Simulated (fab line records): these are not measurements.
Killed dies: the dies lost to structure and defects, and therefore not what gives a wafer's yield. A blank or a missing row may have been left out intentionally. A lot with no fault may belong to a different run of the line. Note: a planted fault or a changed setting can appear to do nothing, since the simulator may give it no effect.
A struck lot beside a sound one + flow berkeley_cmos170 + 26 out of 331 route steps
Sound: wafers L606.3, L606.4, L606.6. Wafers struck: L622.3, L622.5, L622.6. The cause comes at the end.
Order at every step that has rows: each side's tool, ch and its chambers, its first start. Under that, the readings that differ: sound wafers + struck wafers + difference of the means + sigmas: that difference in standard deviations of wafers without a fault.
alike: readings whose means differ by less than 2 such deviations, and words and numbers that are the same on both sides. not compared: withheld readings, readings that some wafer has no value for, bounds like >300 that may hide the same value, and numbers for which the record gives no deviation and whose values overlap.
The two part at a step that has a row with sigmas, a row that says differs or no value, or rows on one side only. Non-overlapping numbers with no deviation appear without sigmas and do not part them. A reading missing from all wafers of one side parts the sides only when that side holds two or more wafers.

first, 4 steps without rows for these wafers: UCB170_M2_SOFTBAKE_11 (time 60 s); UCB170_M2_EXPOSE_12 (exposes mask METAL2, target cd 700 nm); UCB170_M2_PEB_13; UCB170_M2_DEVELOP_14 (develop time 45 s).
UCB170_M2_CD_MEAS_15: the cd target is 700 nm.
  sound on cd_sem-01 at day 7 11:41; struck on cd_sem-02 at day 11 02:31
  alike: cd_nm
UCB170_M2_OVL_MEAS_16:
  sound on overlay-01 at day 7 11:47; struck on overlay-02 at day 11 02:36
  alike: M2_OVL
UCB170_M2_ETCH_17: etches BARC in N2/H2.
  sound on rie_diel-02 ch 0,1,2, day 7 11:48; struck on rie_diel-04 ch 0,1,2, day 11 02:38
  alike: drypump_motor_current_A, oes_product_au, throttle_valve_pct
UCB170_M2_METAL_ETCH_18: etches Al in Cl2/BCl3, stops on SiO2, target depth 1170 nm, time 195 s.
  sound on rie_metal-03 ch 0,1, day 7 11:55; struck on rie_metal-03 ch 0,1, day 11 02:44
  alike: drypump_motor_current_A, oes_product_au, throttle_valve_pct
  not compared: rf_hours_counter_h
UCB170_M2_STRIP_19: strips in O2.
  sound on plasma_asher-04 ch 0,1, day 7 12:04; struck on plasma_asher-02 ch 0,1, day 11 02:53
  alike: drypump_motor_current_A, o2_flow_sccm, oes_product_au
  not compared: rf_hours_counter_h
UCB170_M2_CD_MEAS_90: the cd target is 700 nm.
  sound on cd_sem-02 at day 7 12:10; struck on cd_sem-01 at day 11 03:00
  alike: cd_nm
UCB170_V2_CVD_00: deposits SiO2 from TEOS/O2, target thk 2000 nm, time 250 s.
  sound on pecvd-01 ch 0,1,2, day 7 12:15; struck on pecvd-01 ch 0,1,2, day 11 03:05
  alike: heater_power_w
UCB170_V2_THK_MEAS_01:
  sound on film_metro-03 at day 7 12:26; struck on film_metro-03 at day 11 03:15
  alike: V2_TEOS_THK
UCB170_V2_CMP_02: polishes SiO2.
  sound on cmp-02 ch 0,2, day 7 12:28; struck on cmp-01 ch 1,2, day 11 03:17
| reading                             | sound             | struck         | difference | sigmas |
|-------------------------------------|-------------------|----------------|------------|--------|
| model.SiO2_of_V2_CVD_00.thk_nm (nm) | 998.7 999.6 999.1 | 1251 1251 1252 | +252       |        |
  alike: motor_current_A
UCB170_V2_BOW_MEAS_03:
  sound on film_metro-04 at day 7 12:50; struck on film_metro-04 at day 11 03:38
  alike: V2_BOW
UCB170_V2_THK_MEAS_04:
  sound on film_metro-04 at day 7 12:56; struck on film_metro-04 at day 11 03:44
| reading              | sound             | struck               | difference | sigmas      |
|----------------------|-------------------|----------------------|------------|-------------|
| V2_POLISHED_THK (nm) | 998.4 999.4 998.4 | 1251.8 1251.1 1250.8 | +252.5     | +99 or more |
then, 7 steps without rows for these wafers: UCB170_V2_CLEAN_05 (cleans in DIW); UCB170_V2_HMDS_06 (prime time 60 s); UCB170_V2_COAT_07 (resist thk 900 nm); UCB170_V2_SOFTBAKE_08 (time 60 s); UCB170_V2_EXPOSE_09 (exposes mask VIA2, target cd 700 nm); UCB170_V2_PEB_10; UCB170_V2_DEVELOP_11 (develop time 45 s).
UCB170_V2_CD_MEAS_12: the cd target is 700 nm.
  sound on cd_sem-01 at day 7 14:10; struck on cd_sem-02 at day 11 04:51
  alike: cd_nm
UCB170_V2_OVL_MEAS_13:
  sound on overlay-02 at day 7 14:16; struck on overlay-01 at day 11 04:56
  alike: V2_OVL
UCB170_V2_ETCH_14: etches SiO2 in CHF3/CF4/Ar, stops on Al, target depth 1250 nm, time 291 s.
  sound on rie_diel-02 ch 0,3, day 7 14:17; struck on rie_diel-02 ch 1,2,3, day 11 04:58
| reading                        | sound             | struck            | difference | sigmas |
|--------------------------------|-------------------|-------------------|------------|--------|
| oes_product_au (a.u.)          | 0.895 0.864 0.889 | 0.981 0.968 0.977 | +0.093     | +6     |
| model.etch.depth_nm (nm)       | 998.7 999.6 999.1 | 1223 1247 1231    | +235       |        |
| model.V2.feature_depth_nm (nm) | 999 999.6 999.4   | 1223 1247 1231    | +234       |        |
  alike: CHF3_flow_sccm, drypump_motor_current_A, throttle_valve_pct
  not compared: rf_hours_counter_h
UCB170_V2_STRIP_15: strips in O2.
  sound on plasma_asher-03 ch 0,1, day 7 14:29; struck on plasma_asher-01 ch 0,1, day 11 05:10
  alike: drypump_motor_current_A, o2_flow_sccm, oes_product_au, strip_time_to_endpoint_s
  not compared: rf_hours_counter_h

WHERE THEY PART
Earliest at UCB170_V2_THK_MEAS_04; latest, in this record, at UCB170_V2_ETCH_14. Later steps at which nothing parts them and some readings are alike: UCB170_V2_STRIP_15.

WHY: what the simulator had put in
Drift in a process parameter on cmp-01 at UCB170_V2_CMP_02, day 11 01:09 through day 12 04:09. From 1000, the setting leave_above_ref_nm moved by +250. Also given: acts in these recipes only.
